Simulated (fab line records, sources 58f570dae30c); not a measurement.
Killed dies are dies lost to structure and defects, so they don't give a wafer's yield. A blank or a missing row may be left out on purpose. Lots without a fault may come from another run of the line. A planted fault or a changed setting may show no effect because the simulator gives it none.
Chamber matching | flow berkeley_cmos170 | UCB170_V2_CMP_02 on cmp-02: 4 sister chambers
The step polishes SiO2. 4 wafers are shown with their chamber, then 9 later ones without.

WAFERS WITH THEIR CHAMBER
wafer  | chamber | motor_current_A (A)
L106.5 | 0       | 15.3
L108.1 | 1       | 15.5
L108.4 | 3       | 15.2
L108.5 | 2       | 17.6

WAFERS WITHOUT THEIR CHAMBER
wafer  | motor_current_A (A)
L110.2 | 15.2
L110.3 | 18.0
L110.4 | 15.2
L112.1 | 14.9
L112.3 | 17.6
L112.4 | 15.6
L113.3 | 14.9
L113.5 | 16.3
L113.6 | 14.2

WHICH CHAMBER EACH WENT THROUGH
wafer  | from the rows above               | in truth
L110.2 | can't be placed: 3 or 0 or 1      | 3
L110.3 | 2                                 | 2
L110.4 | can't be placed: 3 or 0 or 1      | 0
L112.1 | can't be placed: 3 or 0 or 1      | 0
L112.3 | 2                                 | 2
L112.4 | can't be placed: 1 or 0 or 3      | 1
L113.3 | can't be placed: 3 or 0 or 1      | 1
L113.5 | can't be placed: 1 or 0 or 3 or 2 | 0
L113.6 | can't be placed: 3 or 0 or 1      | 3
Placed correctly: 2 of 9. Can't be placed from these rows: 7 (the true chamber is among the candidates in 7). Placed wrongly: 0.
How it was worked out, from the rows above alone: a wafer's distance from a chamber is the root of the sum, over the readings, of the square of ((its reading less the chamber's mean) divided by the reading's scatter). The wafer belongs to the nearest chamber; if the next one is less than 2 further off, it can't be placed. A chamber's mean is the mean of its shown wafers. The scatter: with one shown wafer a chamber, the root of the mean of the squares of how far each hidden wafer lies from its nearest shown one.
